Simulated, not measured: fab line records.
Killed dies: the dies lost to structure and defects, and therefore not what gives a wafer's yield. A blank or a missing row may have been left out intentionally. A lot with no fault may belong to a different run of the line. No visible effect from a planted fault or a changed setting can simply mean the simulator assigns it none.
fab line records | flow ritCmos
record: lots: 14 wafers: 42 lastDay: 7
route steps=202 shown ACTIVE@2 FOX1@21 NRETRO@63 M1@202
lots with no fault: from the same line, run without faults
startH: start of the lot's first displayed wafer, in hours after the record's first day | waitH: hours from the lot's prior step to this one | " unchanged from the row above | L1.1+2: a row that stands for several wafers | - value missing, or start not given | * or withheld: withheld | < > ~ a bound
route shown NAME@n: NAME is a module with steps in the file, n the number in the route of the first one | usual: mean and standard deviation over wafers with no fault | same: alike in all rows | chamber/n: place in a boat | sites: per-site readings | _std_site: standard deviation across them | _edge_site: outer sites' mean less inner sites' | radiusMm: for every site, how far away it sits from the centre of the wafer | mask NAME#n: copy n | behind: tool/chamber where the wafer was last shaped | hold: reason for holding the lot/hours on hold/outcome of the hold | device: names the non-switching transistor (n, p or np) | end of line: at the end of the route, the tests of the same wafers | where a step has no rows: the recipe by itself | killed: not the wafer's yield, but the dies lost to structure and defects at the first sort | map: a wafer's dies, marking killed ones x, the rest . and places with no die _
set.NAME: setting as actually run; set.NAME@STEP: the setting as run at that earlier step | model.NAME: the simulator's own value behind a step, which no gauge read
a sample of lots followed through the steps of the route, with each step as a table and each wafer as a row
services: when a tool's chamber went out of use (startH, in hours from the record's first day, below 0 if earlier), for how many hours, and the reason
== steps ==
step: RIT_ACTIVE_OXIDATION_01
recipe: tempC: 1000 ambient: O2 targetThkA: 468 oxTimeS: 3360
columns lot.wafer tool chamber startH waitH
L135.2+4+6 furnace-03 0 16.21 1.2
L136.1+5+6 furnace-03 0 20.89 0.9
L137.2+3+6 furnace-03 0 25.38 0.3
L138.1+2+6 furnace-01 0 30.90 0.9
L139.2+5+6 furnace-03 0 35.12 0.1
L140.1+3+6 furnace-04 0 41.90 1.9
L141.1+4+5 furnace-01 0 45.12 0.1
L142.3+4+5 furnace-03 0 51.00 0.9
L143.1+2+4 furnace-04 0 58.07 3.1
L144.1+2+6 furnace-01 0 61.10 1.1
L147.1+4+5 furnace-03 0 75.12 0.1
L150.2+4+6 furnace-03 0 91.06 1.0
L155.4+5+6 furnace-04 0 117.22 2.1
L156.1+3+6 furnace-04 0 120.46 0.4
step: RIT_ACTIVE_THK_MEAS_02
recipe: reads: SiO2_of_ACTIVE_OXIDATION_01
usual: ACTIVE_OXIDE_THK: 46.8/0.97
columns lot.wafer tool chamber startH waitH hold ACTIVE_OXIDE_THK[nm]
L135.2 filmMetro-03 - 18.15 0.0 - 47.4
L135.4 " - " " - 48.0
L135.6 " - " " - 47.4
L136.1 filmMetro-01 - 22.83 0.0 - 48.4
L136.5 " - " " - 48.7
L136.6 " - " " - 48.4
L137.2 filmMetro-02 - 27.32 0.0 - 46.7
L137.3 " - " " - 46.3
L137.6 " - " " - 46.8
L138.1 filmMetro-01 - 32.83 0.0 - 46.4
L138.2 " - " " - 46.0
L138.6 " - " " - 47.2
L139.2 filmMetro-02 - 37.06 0.0 - 47.2
L139.5 " - " " - 47.9
L139.6 " - " " - 46.2
L140.1 filmMetro-02 - 43.84 0.0 - 45.2
L140.3 " - " " - 44.7
L140.6 " - " " - 45.4
L141.1 filmMetro-02 - 47.05 0.0 - 46.2
L141.4 " - " " - 46.0
L141.5 " - " " - 46.0
L142.3 filmMetro-02 - 52.95 0.0 - 48.2
L142.4 " - " " - 47.9
L142.5 " - " " - 48.4
L143.1 filmMetro-01 - 60.01 0.0 - 45.8
L143.2 " - " " - 46.2
L143.4 " - " " - 45.7
L144.1 filmMetro-01 - 63.03 0.0 - 46.1
L144.2 " - " " - 46.6
L144.6 " - " " - 46.2
L147.1 filmMetro-03 - 77.05 0.0 awaitDispo/0.2h/release 72.0
L147.4 " - " " awaitDispo/0.2h/release 71.6
L147.5 " - " " awaitDispo/0.2h/release 72.3
L147.1 filmMetro-03 - 77.28 0.2 - 71.9
L147.4 " - " " - 71.7
L147.5 " - " " - 72.3
L150.2 filmMetro-03 - 93.00 0.0 awaitDispo/0.2h/release 69.6
L150.4 " - " " awaitDispo/0.2h/release 70.4
L150.6 " - " " awaitDispo/0.2h/release 69.8
L150.2 filmMetro-03 - 93.23 0.2 - 69.5
L150.4 " - " " - 70.4
L150.6 " - " " - 69.8
L155.4 filmMetro-02 - 119.18 0.0 - 45.3
L155.5 " - " " - 45.8
L155.6 " - " " - 45.1
L156.1 filmMetro-03 - 122.40 0.0 - 45.1
L156.3 " - " " - 44.7
L156.6 " - " " - 45.9
step: RIT_ACTIVE_STRIP_14
recipe: chemistry: O2 timeS: 180 resist: NOVOLAK platenTempC: withheld powerW: 500 pressureMtorr: 4000 o2FlowSccm: 4000
usual: drypumpMotorCurrentA: 6.0/0.38
columns lot.wafer tool chamber startH waitH drypumpMotorCurrentA rfHoursCounterH
L135.2 plasmaAsher-01 1 20.93 0.1 5.6 19
L135.4 " 1 " " 5.7 -
L135.6 " 0 " " 5.6 -
L136.1 plasmaAsher-03 0 25.75 0.1 6.0 38
L136.5 " 1 " " 5.7 -
L136.6 " 0 " " 6.0 -
L137.2 plasmaAsher-03 0 30.10 0.1 6.0 38
L137.3 " 1 " " 5.7 -
L137.6 " 0 " " 6.0 -
L138.1 plasmaAsher-04 1 36.82 0.1 6.6 41
L138.2 " 0 " " 6.3 41
L138.6 " 1 " " 6.7 -
L139.2 plasmaAsher-03 0 39.84 0.1 6.0 39
L139.5 " 0 " " 6.0 -
L139.6 " 1 " " 5.7 -
L140.1 plasmaAsher-01 1 46.91 0.1 5.7 22
L140.3 " 0 " " 5.7 -
L140.6 " 1 " " 5.7 -
L141.1 plasmaAsher-04 1 50.20 0.1 6.6 42
L141.4 " 0 " " 6.3 -
L141.5 " 0 " " 6.3 -
L142.3 plasmaAsher-01 1 55.78 0.1 5.6 -
L142.4 " 0 " " 5.6 -
L142.5 " 0 " " 5.6 -
L143.1 plasmaAsher-01 1 62.92 0.1 5.7 24
L143.2 " 0 " " 5.6 24
L143.4 " 1 " " 5.7 -
L144.1 plasmaAsher-04 1 66.40 0.1 6.7 44
L144.2 " 0 " " 6.3 44
L144.6 " 0 " " 6.3 -
L147.1 plasmaAsher-04 1 81.66 0.1 6.7 46
L147.4 " 1 " " 6.7 -
L147.5 " 0 " " 6.3 -
L150.2 plasmaAsher-04 1 97.88 0.1 6.7 47
L150.4 " 0 " " 6.3 -
L150.6 " 0 " " 6.3 -
L155.4 plasmaAsher-04 0 122.00 0.1 6.3 -
L155.5 " 0 " " 6.3 -
L155.6 " 1 " " 6.7 -
L156.1 plasmaAsher-03 0 126.22 0.1 6.0 49
L156.3 " 1 " " 5.7 -
L156.6 " 0 " " 6.0 -
step: RIT_FOX1_THK_MEAS_01
recipe: reads: SiO2_of_FOX1_OXIDATION_00
usual: FOX1_OXIDE_THK: 349/6.4
columns lot.wafer tool chamber startH waitH FOX1_OXIDE_THK[nm]
L135.2 filmMetro-01 - 22.92 0.0 355
L135.4 " - " " 352
L135.6 " - " " 352
L136.1 filmMetro-01 - 29.53 0.0 352
L136.5 " - " " 355
L136.6 " - " " 357
L137.2 filmMetro-01 - 32.35 0.0 339
L137.3 " - " " 341
L137.6 " - " " 345
L138.1 filmMetro-03 - 38.83 0.0 357
L138.2 " - " " 354
L138.6 " - " " 360
L139.2 filmMetro-01 - 43.78 0.0 352
L139.5 " - " " 355
L139.6 " - " " 354
L140.1 filmMetro-04 - 48.92 0.0 342
L140.3 " - " " 346
L140.6 " - " " 342
L141.1 filmMetro-03 - 53.25 0.0 346
L141.4 " - " " 347
L141.5 " - " " 355
L142.3 filmMetro-04 - 61.12 0.0 341
L142.4 " - " " 347
L142.5 " - " " 343
L143.1 filmMetro-04 - 64.90 0.0 355
L143.2 " - " " 358
L143.4 " - " " 355
L144.1 filmMetro-04 - 68.75 0.0 346
L144.2 " - " " 350
L144.6 " - " " 350
L147.1 filmMetro-04 - 83.69 0.0 344
L147.4 " - " " 343
L147.5 " - " " 346
L150.2 filmMetro-04 - 104.08 0.0 354
L150.4 " - " " 355
L150.6 " - " " 355
L155.4 filmMetro-01 - 123.95 0.0 356
L155.5 " - " " 352
L155.6 " - " " 354
L156.1 filmMetro-04 - 131.18 0.0 356
L156.3 " - " " 353
L156.6 " - " " 350
step: RIT_NRETRO_TW_MEAS_10
usual: NRETRO_TW: 1049/11
columns lot.wafer tool chamber startH waitH NRETRO_TW
L135.2 filmMetro-02 - 35.76 0.1 1034
L135.4 " - " " 1038
L135.6 " - " " 1037
L136.1 filmMetro-01 - 42.07 0.1 1053
L136.5 " - " " 1044
L136.6 " - " " 1054
L137.2 filmMetro-02 - 45.86 0.1 1040
L137.3 " - " " 1039
L137.6 " - " " 1042
L138.1 filmMetro-01 - 52.86 0.1 1051
L138.2 " - " " 1051
L138.6 " - " " 1047
L139.2 filmMetro-01 - 57.48 0.1 1051
L139.5 " - " " 1047
L139.6 " - " " 1049
L140.1 filmMetro-01 - 61.69 0.1 1053
L140.3 " - " " 1054
L140.6 " - " " 1050
L141.1 filmMetro-03 - 66.82 0.1 1062
L141.4 " - " " 1067
L141.5 " - " " 1068
L142.3 filmMetro-03 - 73.91 0.1 1056
L142.4 " - " " 1053
L142.5 " - " " 1054
L143.1 filmMetro-02 - 78.36 0.1 1036
L143.2 " - " " 1042
L143.4 " - " " 1035
L144.1 filmMetro-02 - 83.44 0.1 1038
L144.2 " - " " 1035
L144.6 " - " " 1042
L147.1 filmMetro-03 - 97.74 0.1 1062
L147.4 " - " " 1067
L147.5 " - " " 1067
L150.2 filmMetro-03 - 117.64 0.1 1069
L150.4 " - " " 1066
L150.6 " - " " 1069
L155.4 filmMetro-03 - 140.08 0.1 1054
L155.5 " - " " 1053
L155.6 " - " " 1058
L156.1 filmMetro-02 - 145.99 0.1 1032
L156.3 " - " " 1026
L156.6 " - " " 1032
step: RIT_M1_PROBE_99
usual: killed_at_M0_to_M3: 0.0/0.083 killedAtContacts: 0.1/0.23 killedAtFrontEnd: 7/3.1 killedDies: 7/3.1 killedOpen: 3.3/2 killedShort: 3.6/1.9
same: grossDies: 264 killed_at_M4_up: 0 killedAtBackSide: 0 killedAtOther: 0
columns lot.wafer tool chamber startH waitH killed_at_M0_to_M3 killedAtContacts killedAtFrontEnd killedDies killedOpen killedShort
L155.4 prober-01 - 173.12 0.2 0 0 7 7 4 3
L155.5 prober-01 - 173.17 0.2 0 0 5 5 3 2
L155.6 prober-01 - 173.22 0.2 0 0 6 6 2 4
killed by level:class
L155.4 GATE:geometricParticle:short=2 FOX1:geometricParticle:open=1 FOX2:geometricParticle:short=1 GATE:geometricParticle:open=1 REOX:geometricParticle:open=1 SPACER:geometricParticle:open=1
L155.5 FOX2:geometricParticle:open=1 GATE:geometricParticle:short=1 REOX:geometricParticle:short=1 REOX:geometricParticle:open=1 SPACER:geometricParticle:open=1
L155.6 FOX1:geometricParticle:open=1 FOX2:geometricParticle:short=1 GATE:geometricParticle:short=1 REOX:geometricParticle:short=1 SPACER:geometricParticle:short=1 SPACER:geometricParticle:open=1
== services ==
columns tool chamber startH hours kind
plasmaAsher-03 - -5.15 1.1 repair
furnace-04 - -1.18 3.2 pm
plasmaAsher-01 - 5.06 2.8 pm
plasmaAsher-03 - 18.98 5.8 repair
plasmaAsher-01 - 50.84 2.4 repair
furnace-01 - 55.74 4.0 pm
plasmaAsher-04 - 82.67 4.3 pm
furnace-04 - 89.52 10.4 pm
plasmaAsher-03 - 92.75 3.4 repair
plasmaAsher-04 - 100.14 10.0 pm
plasmaAsher-01 - 102.78 0.8 repair
== key ==
firstSign: step: RIT_ACTIVE_THK_MEAS_02 reading: visit direction: added
effect: step: RIT_ACTIVE_THK_MEAS_02 reading: ACTIVE_OXIDE_THK direction: up sigmas: 25 usual: 46.8 struck: 70.9
metAt RIT_ACTIVE_OXIDATION_01
struckLots L147,L150
testerLeftOut L147,L150
notActingAt RIT_ACTIVE_STRIP_14,RIT_FOX1_THK_MEAS_01,RIT_NRETRO_TW_MEAS_10
onsetBetween 51.00 75.12
fault: kind: processParameterDrift tool: furnace-03 chamber: - onsetH: 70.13 steps: RIT_ACTIVE_OXIDATION_01 channel: oxTimeS offset: * shape: step endH: 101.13 actsIn: * stated: *
testerLeftOut: of these lots the tester's yield and bins aren't shown, on N5 and GAA mostly nor the transistor test; their killed dies are dies lost to structure and defects alone, not to doping, threshold or leakage, so they don't give the yield
